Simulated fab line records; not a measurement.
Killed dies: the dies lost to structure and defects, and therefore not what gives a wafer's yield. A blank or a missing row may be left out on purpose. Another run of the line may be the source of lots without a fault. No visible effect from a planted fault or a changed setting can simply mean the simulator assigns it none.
fab line records	flow rit-cmos
record: lots: 5	wafers: 15	last-day: 6
route steps=202 shown ACTIVE@12 FOX1@20 FOX2@23
lots that met no fault: from a run of the same line without faults
start-h: hours from the record's opening day to when the first of the lot's shown wafers began	wait-h: time in hours since the lot's previous step	" the same as in the row above	L1.1+2: one row covering several wafers at once	- no value, or no start given	* or withheld: withheld	< > ~ a bound
route shown NAME@n: a module of which the file shows steps, and the number in the route of the first	usual: mean and standard deviation over wafers with no fault	same: alike in all rows	chamber/n: place in a boat	sites: per-site readings	_std_site: the values' standard deviation	_edge_site: inner sites' mean taken away from outer sites' mean	radius-mm: for every site, how far away it sits from the centre of the wafer	mask NAME#n: copy n	behind: the last tool/chamber to shape the wafer	hold: reason for holding the lot/hours on hold/outcome of the hold	device: whichever transistor did not switch (one of n, p or np)	end of line: the same wafers' tests at the end of the route	for a step that has no rows: nothing shown but its recipe	killed: dies that structure and defects cost at the first sort, which is not the same as the wafer's yield	map: shows each die of a wafer: x if killed, . if not, _ if none is there
set.NAME: the setting that was run; set.NAME@STEP: the one run at that earlier step	model.NAME: the simulator's own value behind a step, which no gauge read
certain route steps with their lots: each step a table, each wafer a row
services: when a tool's chamber went out of use (start-h, in hours from the record's first day, below 0 if earlier), for how many hours, and the reason
== steps ==
step: RIT_ACTIVE_CD_MEAS_11
recipe: target-cd-nm: 1400
usual: cd-nm: 1400.6/1.9
lot.wafer	tool	chamber	start-h	wait-h	cd-nm
L080.1	cd-sem-02	-	44.71	-	1401.7
L080.2	"	-	"	"	1402.8
L080.4	"	-	"	"	1403.4
L081.1	cd-sem-01	-	49.61	-	1400.9
L081.4	"	-	"	"	1400.5
L081.5	"	-	"	"	1401.0
L082.1	cd-sem-01	-	55.00	-	1399.8
L082.4	"	-	"	"	1400.2
L082.5	"	-	"	"	1400.3
L090.1	cd-sem-02	-	94.56	-	1397.0
L090.4	"	-	"	"	1399.3
L090.5	"	-	"	"	1396.8
L091.2	cd-sem-02	-	99.76	-	1402.3
L091.3	"	-	"	"	1401.4
L091.4	"	-	"	"	1402.3
step: RIT_ACTIVE_HARDBAKE_12
recipe: resist: NOVOLAK	temp-c: 140	time-s: 60
lot.wafer	tool	chamber	start-h	wait-h
L080.1+2+4	litho-track-03	0	44.83	0.1
L081.1+4+5	litho-track-03	0	49.73	0.1
L082.1+4+5	litho-track-01	0	55.12	0.1
L090.1+4+5	litho-track-02	0	94.68	0.1
L091.2+3+4	litho-track-01	0	99.89	0.1
step: RIT_ACTIVE_ETCH_13
recipe: stop-on: SiO2	chemistry: SF6	target: Si3N4	time-s: 210	over-etch-frac: 0.4	SF6_flow_sccm: 200	pressure-mtorr: 260	rf-w: 125	target-depth-a: 2100
usual: drypump-motor-current-A: 5.8/0.44	oes-product-au: 0.817/0.013	throttle-valve-pct: 7.43/0.14
lot.wafer	tool	chamber	start-h	wait-h	drypump-motor-current-A	oes-product-au	rf-hours-counter-h	throttle-valve-pct
L080.1	rie-diel-01	2	44.98	0.1	5.4	0.807	123	7.21
L080.2	"	3	"	"	6.7	0.832	2	7.39
L080.4	"	1	"	"	5.7	0.816	69	7.62
L081.1	rie-diel-04	1	49.88	0.1	5.8	0.809	11	7.54
L081.4	"	2	"	"	5.4	0.814	-	7.40
L081.5	"	1	"	"	5.8	0.816	-	7.55
L082.1	rie-diel-04	1	55.27	0.1	5.9	0.820	11	7.52
L082.4	"	1	"	"	5.8	0.820	-	7.55
L082.5	"	3	"	"	5.7	0.799	-	7.25
L090.1	rie-diel-01	1	94.83	0.1	5.7	0.828	69	7.63
L090.4	"	2	"	"	5.4	0.814	123	7.21
L090.5	"	1	"	"	5.7	0.816	-	7.61
L091.2	rie-diel-01	3	100.01	0.1	6.7	0.837	3	7.37
L091.3	"	0	"	"	5.4	0.792	66	7.52
L091.4	"	1	"	"	5.7	0.809	69	7.61
step: RIT_ACTIVE_STRIP_14
recipe: chemistry: O2	time-s: 180	resist: NOVOLAK	platen-temp-c: withheld	power-w: 500	pressure-mtorr: 4000	o2-flow-sccm: 4000
usual: drypump-motor-current-A: 5.52/0.22
lot.wafer	tool	chamber	start-h	wait-h	drypump-motor-current-A	rf-hours-counter-h
L080.1	plasma-asher-04	0	45.11	0.1	5.20	26
L080.2	"	1	"	"	5.56	26
L080.4	"	1	"	"	5.55	-
L081.1	plasma-asher-02	1	50.01	0.1	5.37	40
L081.4	"	1	"	"	5.39	-
L081.5	"	1	"	"	5.39	-
L082.1	plasma-asher-04	1	55.40	0.1	5.58	27
L082.4	"	0	"	"	5.19	-
L082.5	"	0	"	"	5.20	-
L090.1	plasma-asher-03	1	94.97	0.1	5.77	45
L090.4	"	0	"	"	5.74	-
L090.5	"	1	"	"	5.75	-
L091.2	plasma-asher-04	1	100.14	0.1	5.56	32
L091.3	"	0	"	"	5.21	-
L091.4	"	1	"	"	5.57	-
step: RIT_ACTIVE_CD_MEAS_90
recipe: target-cd-nm: 1400
usual: cd-nm: 1400.6/1.9
lot.wafer	tool	chamber	start-h	wait-h	cd-nm
L080.1	cd-sem-02	-	45.38	0.2	1401.6
L080.2	"	-	"	"	1402.7
L080.4	"	-	"	"	1403.1
L081.1	cd-sem-02	-	50.19	0.1	1401.1
L081.4	"	-	"	"	1400.0
L081.5	"	-	"	"	1401.0
L082.1	cd-sem-02	-	55.57	0.1	1400.2
L082.4	"	-	"	"	1400.6
L082.5	"	-	"	"	1400.4
L090.1	cd-sem-02	-	95.14	0.1	1397.3
L090.4	"	-	"	"	1399.1
L090.5	"	-	"	"	1396.5
L091.2	cd-sem-02	-	100.34	0.1	1402.2
L091.3	"	-	"	"	1401.3
L091.4	"	-	"	"	1402.6
step: RIT_ACTIVE_CLEAN_15
recipe: chemistry: SC1	mix: 3:3:50	time-s: 600	temp-c: 75
usual: bath-guard-temp-C: 75.1/0.46
lot.wafer	tool	chamber	start-h	wait-h	bath-guard-temp-C
L080.1	wet-bench-03	3	45.50	0.1	75.8
L080.2	"	3	"	"	75.8
L080.4	"	3	"	"	76.1
L081.1	wet-bench-02	1	50.31	0.1	75.4
L081.4	"	1	"	"	75.5
L081.5	"	1	"	"	75.3
L082.1	wet-bench-03	0	55.69	0.1	74.8
L082.4	"	0	"	"	74.8
L082.5	"	0	"	"	74.2
L090.1	wet-bench-04	2	95.26	0.1	75.1
L090.4	"	2	"	"	74.9
L090.5	"	2	"	"	75.2
L091.2	wet-bench-02	3	100.44	0.1	75.4
L091.3	"	3	"	"	75.4
L091.4	"	3	"	"	75.7
step: RIT_ACTIVE_CLEAN_16
recipe: chemistry: dHF	dilution: 50:1	time-s: 30
lot.wafer	tool	chamber	start-h	wait-h
L080.1+2+4	wet-bench-04	2	45.69	0.0
L081.1+4+5	wet-bench-04	2	50.50	0.0
L082.1+4+5	wet-bench-04	3	56.04	0.0
L090.1+4+5	wet-bench-02	0	95.44	0.0
L091.2+3+4	wet-bench-04	2	100.63	0.0
step: RIT_ACTIVE_CLEAN_17
recipe: chemistry: SC2	mix: 3:3:50	time-s: 600	temp-c: 75	dry: n2-spin
usual: bath-guard-temp-C: 74.9/0.45
lot.wafer	tool	chamber	start-h	wait-h	bath-guard-temp-C
L080.1	wet-bench-03	2	45.71	0.0	74.4
L080.2	"	2	"	"	74.7
L080.4	"	2	"	"	74.8
L081.1	wet-bench-02	1	50.51	0.0	75.9
L081.4	"	1	"	"	75.2
L081.5	"	1	"	"	75.4
L082.1	wet-bench-02	2	56.06	0.0	74.4
L082.4	"	2	"	"	74.5
L082.5	"	2	"	"	74.4
L090.1	wet-bench-04	3	95.45	0.0	74.9
L090.4	"	3	"	"	74.8
L090.5	"	3	"	"	74.9
L091.2	wet-bench-03	0	100.65	0.0	74.6
L091.3	"	0	"	"	74.5
L091.4	"	0	"	"	74.6
step: RIT_FOX1_OXIDATION_00
recipe: temp-c: 1100	ambient: H2O	target-thk-a: 3507	p-h2o-torr: 720	ox-time-s: 1130
lot.wafer	tool	chamber	start-h	wait-h
L080.1+2+4	furnace-01	0	45.97	0.1
L081.1+4+5	furnace-03	0	50.88	0.2
L082.1+4+5	furnace-03	0	56.25	0.0
L090.1+4+5	furnace-03	0	95.63	0.0
L091.2+3+4	furnace-03	0	101.55	0.7
step: RIT_FOX1_THK_MEAS_01
recipe: reads: SiO2_of_FOX1_OXIDATION_00
usual: FOX1_OXIDE_THK: 349/8.5
lot.wafer	tool	chamber	start-h	wait-h	FOX1_OXIDE_THK[nm]
L080.1	film-metro-04	-	47.28	0.0	361
L080.2	"	-	"	"	359
L080.4	"	-	"	"	365
L081.1	film-metro-03	-	52.20	0.0	354
L081.4	"	-	"	"	358
L081.5	"	-	"	"	357
L082.1	film-metro-03	-	57.57	0.0	339
L082.4	"	-	"	"	345
L082.5	"	-	"	"	346
L090.1	film-metro-04	-	96.94	0.0	346
L090.4	"	-	"	"	348
L090.5	"	-	"	"	341
L091.2	film-metro-01	-	102.88	0.0	349
L091.3	"	-	"	"	351
L091.4	"	-	"	"	353
step: RIT_FOX1_WET_ETCH_02
recipe: chemistry: BOE	target-depth-nm: 350	time-s: 390	temp-c: 21.5	dry: n2-spin	dilution: 10:1	target: SiO2
lot.wafer	tool	chamber	start-h	wait-h
L080.1+2+4	wet-bench-02	1	47.34	0.1
L081.1+4+5	wet-bench-04	3	52.26	0.1
L082.1+4+5	wet-bench-01	3	57.63	0.1
L090.1+4+5	wet-bench-04	1	97.00	0.1
L091.2+3+4	wet-bench-01	2	102.93	0.0
step: RIT_FOX2_OXIDATION_00
recipe: temp-c: 1089	ambient: H2O	target-thk-a: 3507	p-h2o-torr: 720	ox-time-s: 1130
lot.wafer	tool	chamber	start-h	wait-h
L080.1+2+4	furnace-04	0	47.73	0.3
L081.1+4+5	furnace-03	0	52.37	0.0
L082.1+4+5	furnace-04	0	58.36	0.6
L090.1+4+5	furnace-03	0	97.12	0.0
L091.2+3+4	furnace-03	0	103.04	0.0
step: RIT_FOX2_THK_MEAS_01
recipe: reads: SiO2_of_FOX2_OXIDATION_00
usual: FOX2_OXIDE_THK: 330/5.8
lot.wafer	tool	chamber	start-h	wait-h	FOX2_OXIDE_THK[nm]
L080.1	film-metro-02	-	49.05	0.0	324
L080.2	"	-	"	"	325
L080.4	"	-	"	"	328
L081.1	film-metro-02	-	53.69	0.0	331
L081.4	"	-	"	"	327
L081.5	"	-	"	"	330
L082.1	film-metro-02	-	59.68	0.0	333
L082.4	"	-	"	"	332
L082.5	"	-	"	"	334
L090.1	film-metro-03	-	98.43	0.0	332
L090.4	"	-	"	"	328
L090.5	"	-	"	"	334
L091.2	film-metro-02	-	104.37	0.0	332
L091.3	"	-	"	"	330
L091.4	"	-	"	"	335
== services ==
tool	chamber	start-h	hours	kind
rie-diel-04	3	22.06	12.6	repair
rie-diel-01	-	31.44	0.4	repair
rie-diel-01	2	48.18	1.8	repair
rie-diel-04	-	54.48	0.2	repair
rie-diel-01	1	59.16	34.2	repair
plasma-asher-03	-	61.16	2.7	repair
rie-diel-01	-	66.61	14.6	pm
furnace-01	-	68.29	3.1	pm
plasma-asher-02	-	70.02	8.1	repair
rie-diel-04	0	72.87	-	clean
rie-diel-04	0	72.87	25.2	scheduled-down
rie-diel-04	0	72.87	25.2	vent-cycle
wet-bench-03	-	82.26	4.4	pm
rie-diel-04	2	85.36	21.6	repair
wet-bench-02	-	91.05	1.9	pm
== key ==
fault none
